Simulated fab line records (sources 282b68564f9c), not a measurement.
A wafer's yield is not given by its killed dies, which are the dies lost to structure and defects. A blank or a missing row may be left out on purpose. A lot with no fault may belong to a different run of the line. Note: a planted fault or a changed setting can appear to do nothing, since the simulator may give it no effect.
Which of the tools did it? :: flow rit cmos :: 14 lots, 42 wafers sampled, at 3 steps of a route of 202

WHAT THE GAUGES READ, wafer by wafer
RIT_NWELL_OVL_MEAS_06. Usual: NWELL_OVL typically reads -1.2 nm, with standard deviation 1.3.
lot: L624
measured: day 2 17:40
on: overlay-02
NWELL_OVL (nm): -1.6 -2.3 -1.5
flag: 

lot: L628
measured: day 3 13:40
on: overlay-02
NWELL_OVL (nm): -2.8 -2.3 -2.1
flag: 

lot: L629
measured: day 3 17:37
on: overlay-01
NWELL_OVL (nm): -0.8 -2.9 -2.5
flag: 

lot: L630
measured: day 3 23:56
on: overlay-01
NWELL_OVL (nm): 0.5 0.2 0.1
flag: 

lot: L632
measured: day 4 08:50
on: overlay-02
NWELL_OVL (nm): -2.6 -1.6 -1.6
flag: 

lot: L633
measured: day 4 13:14
on: overlay-02
NWELL_OVL (nm): -1.4 -0.1 0.0
flag: 

lot: L634
measured: day 4 18:25
on: overlay-02
NWELL_OVL (nm): -0.8 0.4 -1.7
flag: 

lot: L636
measured: day 5 04:51
on: overlay-02
NWELL_OVL (nm): -1.1 -1.6 -0.1
flag: 

lot: L638
measured: day 5 14:54
on: overlay-02
NWELL_OVL (nm): 0.9 0.6 -0.8
flag: 

lot: L639
measured: day 5 20:59
on: overlay-02
NWELL_OVL (nm): -4.9 -3.2 -4.4
flag: 

lot: L642
measured: day 6 11:53
on: overlay-01
NWELL_OVL (nm): 0.3 -1.8 -1.3
flag: 

lot: L643
measured: day 6 20:16
on: overlay-02
NWELL_OVL (nm): 0.5 -1.9 -1.2
flag: 

RIT_GATE_THK_MEAS_09. Usual: GATE_POLY_THK typically reads 249.9 nm, with standard deviation 2.
lot: L624
measured: day 3 09:19
on: film metro-01
GATE_POLY_THK (nm): 252.0 250.8 251.0
flag: 

lot: L628
measured: day 4 04:19
on: film metro-04
GATE_POLY_THK (nm): 253.0 251.5 250.3
flag: 

lot: L629
measured: day 4 08:04
on: film metro-03
GATE_POLY_THK (nm): 244.5 243.1 247.7
flag: 

lot: L630
measured: day 4 14:19
on: film metro-04
GATE_POLY_THK (nm): 250.1 248.9 250.0
flag: 

lot: L632
measured: day 4 23:38
on: film metro-04
GATE_POLY_THK (nm): 251.4 251.0 249.3
flag: 

lot: L633
measured: day 5 04:30
on: film metro-01
GATE_POLY_THK (nm): 249.0 248.6 251.2
flag: 

lot: L634
measured: day 5 11:20
on: film metro-01
GATE_POLY_THK (nm): 249.3 252.5 251.6
flag: 

lot: L636
measured: day 5 20:58
on: film metro-03
GATE_POLY_THK (nm): 252.5 251.0 251.6
flag: 

lot: L638
measured: day 6 07:53
on: film metro-03
GATE_POLY_THK (nm): 248.8 248.8 251.6
flag: 

lot: L639
measured: day 6 11:52
on: film metro-04
GATE_POLY_THK (nm): 252.0 250.9 249.6
flag: 

lot: L642
measured: day 7 07:30
on: film metro-01
GATE_POLY_THK (nm): 248.2 249.4 245.4
flag: 

lot: L643
measured: day 7 12:50
on: film metro-04
GATE_POLY_THK (nm): 251.4 253.4 250.6
flag: 

WHICH TOOL RAN EACH LOT (tool, then ch and the chambers of the sampled wafers, then the start)
lot: L622
RIT_FOX1_OXIDATION_00: furnace-01, day 2 01:31

lot: L623
RIT_FOX1_OXIDATION_00: furnace-02, day 2 07:22

lot: L624
RIT_FOX1_OXIDATION_00: furnace-02 ch 0, day 2 12:38

lot: L628
RIT_FOX1_OXIDATION_00: furnace-01 ch 0, day 3 08:54

lot: L629
RIT_FOX1_OXIDATION_00: furnace-02 ch 0, day 3 12:40

lot: L630
RIT_FOX1_OXIDATION_00: furnace-01 ch 0, day 3 18:32

lot: L632
RIT_FOX1_OXIDATION_00: furnace-04 ch 0, day 4 03:57

lot: L633
RIT_FOX1_OXIDATION_00: furnace-04 ch 0, day 4 08:31

lot: L634
RIT_FOX1_OXIDATION_00: furnace-01 ch 0, day 4 13:38

lot: L636
RIT_FOX1_OXIDATION_00: furnace-02 ch 0, day 5 00:14

lot: L638
RIT_FOX1_OXIDATION_00: furnace-02 ch 0, day 5 09:39

lot: L639
RIT_FOX1_OXIDATION_00: furnace-04 ch 0, day 5 16:02

lot: L642
RIT_FOX1_OXIDATION_00: furnace-04 ch 0, day 6 07:08

lot: L643
RIT_FOX1_OXIDATION_00: furnace-02 ch 0, day 6 12:56
- RIT_FOX1_OXIDATION_00: target thk 350.7 nm, ox time 1130 s.

WHAT THE TOOLS THEMSELVES READ (means of the sampled wafers that have a number; where no wafer has one, the mark that the record gives instead)
RIT_FOX1_OXIDATION_00. Usual: ox temp c 1100.0 C, standard deviation 0.47; ox temp c max 1103.0, standard deviation 0.68; spike tc load C 1130.6 C, standard deviation 2; spike tc source C 1125 C, standard deviation 4.1; zone power centre pct 58 %, standard deviation 3.7.
lot: L622
tool: furnace-01
ox temp c (C): -
ox temp c max: -
spike tc load C (C): -
spike tc source C (C): -
zone power centre pct (%): -
flag: OFF

lot: L623
tool: furnace-02
ox temp c (C): -
ox temp c max: -
spike tc load C (C): -
spike tc source C (C): -
zone power centre pct (%): -
flag: OFF

lot: L624
tool: furnace-02
ox temp c (C): 1100.2
ox temp c max: 1103.0
spike tc load C (C): 1132.3
spike tc source C (C): 1129
zone power centre pct (%): 62
flag: 

lot: L628
tool: furnace-01
ox temp c (C): 1099.8
ox temp c max: 1102.8
spike tc load C (C): 1131.5
spike tc source C (C): 1122
zone power centre pct (%): 55
flag: 

lot: L629
tool: furnace-02
ox temp c (C): 1099.7
ox temp c max: 1102.5
spike tc load C (C): 1133.0
spike tc source C (C): 1129
zone power centre pct (%): 62
flag: 

lot: L630
tool: furnace-01
ox temp c (C): 1100.3
ox temp c max: 1103.4
spike tc load C (C): 1131.5
spike tc source C (C): 1122
zone power centre pct (%): 56
flag: 

lot: L632
tool: furnace-04
ox temp c (C): 1100.0
ox temp c max: 1103.2
spike tc load C (C): 1128.8
spike tc source C (C): 1121
zone power centre pct (%): 53
flag: 

lot: L633
tool: furnace-04
ox temp c (C): 1100.2
ox temp c max: 1102.7
spike tc load C (C): 1129.0
spike tc source C (C): 1121
zone power centre pct (%): 53
flag: 

lot: L634
tool: furnace-01
ox temp c (C): 1099.8
ox temp c max: 1103.1
spike tc load C (C): 1131.7
spike tc source C (C): 1123
zone power centre pct (%): 56
flag: 

lot: L636
tool: furnace-02
ox temp c (C): 1100.6
ox temp c max: 1104.1
spike tc load C (C): 1131.3
spike tc source C (C): 1130
zone power centre pct (%): 62
flag: 

lot: L638
tool: furnace-02
ox temp c (C): 1099.9
ox temp c max: 1102.8
spike tc load C (C): 1131.9
spike tc source C (C): 1129
zone power centre pct (%): 62
flag: 

lot: L639
tool: furnace-04
ox temp c (C): 1100.5
ox temp c max: 1103.4
spike tc load C (C): 1128.2
spike tc source C (C): 1123
zone power centre pct (%): 53
flag: 

lot: L642
tool: furnace-04
ox temp c (C): 1100.1
ox temp c max: 1102.9
spike tc load C (C): 1127.6
spike tc source C (C): 1121
zone power centre pct (%): 53
flag: 

lot: L643
tool: furnace-02
ox temp c (C): 1100.1
ox temp c max: 1103.2
spike tc load C (C): 1131.5
spike tc source C (C): 1129
zone power centre pct (%): 61
flag: 

THE ANSWER, worked out from the rows above alone
Rule: lot off if the mean of its wafers having a number is beyond 3 standard deviations from the usual mean. Also off: a lot with no number at a reading for which 4 or more lots have one. Any other lot the step has rows for is counted as sound. Order of review: gauges by route order, followed by the tools' own readings, for which a lot's mean as printed above is used. At the first step where some lot is off, the reading lying furthest off is the one used; lots without a number count as furthest.
Off: L622, L623 (RIT_FOX1_OXIDATION_00, ox temp c). Without a number there: L622, L623.
If a tool, at that step or one of the process steps before it, ran each lot that is off and ran no sound lot following the first of them, it fits. Not one of the candidates tried fits.

WHAT THE SIMULATOR PUT IN
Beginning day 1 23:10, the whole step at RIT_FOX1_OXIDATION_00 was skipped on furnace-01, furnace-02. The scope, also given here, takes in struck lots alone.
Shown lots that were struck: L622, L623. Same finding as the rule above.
